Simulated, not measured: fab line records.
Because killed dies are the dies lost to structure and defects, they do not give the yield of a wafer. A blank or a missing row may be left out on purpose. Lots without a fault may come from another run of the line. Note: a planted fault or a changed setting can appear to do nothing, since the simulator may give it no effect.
Lot-split experiment + flow rit-cmos + route with 202 steps; 5 lots, 23 wafers read

## THE SPLIT
At RIT_ACTIVE_DEVELOP_10 (develop time 50 s), the setting develop-time-s was moved away from the recipe's 50 s on 7 of the 23 wafers read, by -10.0% to -9.2%. All remaining wafers had this setting at the recipe value.

## FROM THE SPLIT TO THE READING: what the file shows between them, 4 steps
- RIT_ACTIVE_CD_MEAS_11: target cd 1400 nm
- RIT_ACTIVE_HARDBAKE_12: time 60 s
- RIT_ACTIVE_ETCH_13: etches Si3N4 in SF6, stops on SiO2, time 210 s, target depth 210 nm
- RIT_ACTIVE_STRIP_14: strips in O2, time 180 s (also split here: pressure-mtorr)

## THE READING
cd-nm at RIT_ACTIVE_CD_MEAS_90, given in nm (cd target 1400 nm). Typical for fault-free wafers on this fab line: 1398.7 nm, with standard deviation 2.6 nm.

| wafer  | tool, chamber at the split | develop-time-s as run, s | against the recipe | cd-nm, nm | against lot-mates on the recipe |
|--------|----------------------------|--------------------------|--------------------|-----------|---------------------------------|
| L075.1 | litho-track-04, 0          | 50                       | recipe             | 1397.9    | -                               |
| L075.2 | litho-track-04, 0          | 50                       | recipe             | 1399.9    | -                               |
| L075.4 | litho-track-04, 0          | 50                       | recipe             | 1400.7    | -                               |
| L077.1 | litho-track-04, 0          | 44.99                    | -10.0%             | 1408.9    | +9.9                            |
| L077.3 | litho-track-04, 0          | 50                       | recipe             | 1398.1    | -                               |
| L077.4 | litho-track-04, 0          | 44.99                    | -10.0%             | 1408.6    | +9.6                            |
| L077.5 | litho-track-04, 0          | 50                       | recipe             | 1399.7    | -                               |
| L077.6 | litho-track-04, 0          | 50                       | recipe             | 1399.1    | -                               |
| L079.1 | litho-track-04, 0          | 45.38                    | -9.2%              | 1403.7    | +7.6                            |
| L079.2 | litho-track-04, 0          | 50                       | recipe             | 1395.2    | -                               |
| L079.3 | litho-track-04, 0          | 45.38                    | -9.2%              | 1405.1    | +9.0                            |
| L079.4 | litho-track-04, 0          | 45.38                    | -9.2%              | 1405.0    | +8.9                            |
| L079.6 | litho-track-04, 0          | 50                       | recipe             | 1397.0    | -                               |
| L082.1 | litho-track-03, 0          | 50                       | recipe             | 1401.4    | -                               |
| L082.2 | litho-track-03, 0          | 50                       | recipe             | 1402.4    | -                               |
| L082.4 | litho-track-03, 0          | 50                       | recipe             | 1402.6    | -                               |
| L082.5 | litho-track-03, 0          | 50                       | recipe             | 1403.5    | -                               |
| L082.6 | litho-track-03, 0          | 50                       | recipe             | 1403.2    | -                               |
| L084.1 | litho-track-04, 0          | 50                       | recipe             | 1400.8    | -                               |
| L084.2 | litho-track-04, 0          | 45.03                    | -9.9%              | 1409.6    | +9.0                            |
| L084.3 | litho-track-04, 0          | 45.03                    | -9.9%              | 1411.3    | +10.7                           |
| L084.5 | litho-track-04, 0          | 50                       | recipe             | 1397.6    | -                               |
| L084.6 | litho-track-04, 0          | 50                       | recipe             | 1403.3    | -                               |

THE FIT
A straight line over all 23 wafers: cd-nm changes by -0.768 nm for each +1% of develop-time-s; r = -0.82; the points scatter about the line by 2.5 nm.
The same after taking each lot's own level away (the mean of its wafers on the recipe; 23 wafers): -0.96 nm for each +1%; r = -0.97; scatter 1.2 nm.
On that fit, the largest move of develop-time-s shifts the reading by 9.6 nm.
The lots' own levels span 1396.10 to 1402.62 nm, that is 2.5 times the standard deviation above.
In other words, the slope is changed by the lot-to-lot level; the two fits disagree.
Check: for one of the wafers moved furthest among these (-10.0%), held out of the fit, the line's prediction against its lot-mates is +9.56 nm. Against them it came out at +9.93 nm.

## THESE WAFERS: OTHER SPLITS
These wafers also went through other splits before the reading. Each is held against what the fit with the lots' levels taken away leaves over:
| other split on the same wafers      | wafers away from the commonest value | r with cd-nm (lot level and that fit taken away) |
|-------------------------------------|--------------------------------------|--------------------------------------------------|
| RIT_ACTIVE_CVD_03 sih2cl2-flow-sccm | 15                                   | +0.03                                            |
| RIT_ACTIVE_STRIP_14 pressure-mtorr  | 15                                   | +0.08                                            |

## THE WHOLE CHAIN: every reading that the file lists as answering this split, in the file's order
| step                  | what it does                                                        | reading                                                       | change (the file's fit)               | r (the file's) |
|-----------------------|---------------------------------------------------------------------|---------------------------------------------------------------|---------------------------------------|----------------|
| RIT_ACTIVE_CD_MEAS_11 | target cd 1400 nm                                                   | cd-nm                                                         | -0.974 nm for each +1% of the setting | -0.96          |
| RIT_ACTIVE_ETCH_13    | etches Si3N4 in SF6, stops on SiO2, time 210 s, target depth 210 nm | ACTIVE.cd-nm (the simulator's own value, which no gauge read) | -0.974 nm for each +1% of the setting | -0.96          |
| RIT_ACTIVE_CD_MEAS_90 | target cd 1400 nm                                                   | cd-nm                                                         | -0.964 nm for each +1% of the setting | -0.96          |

## THE FILE'S OWN FIT
cd-nm changes by -0.964 nm for each +1% of develop-time-s, r = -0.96.
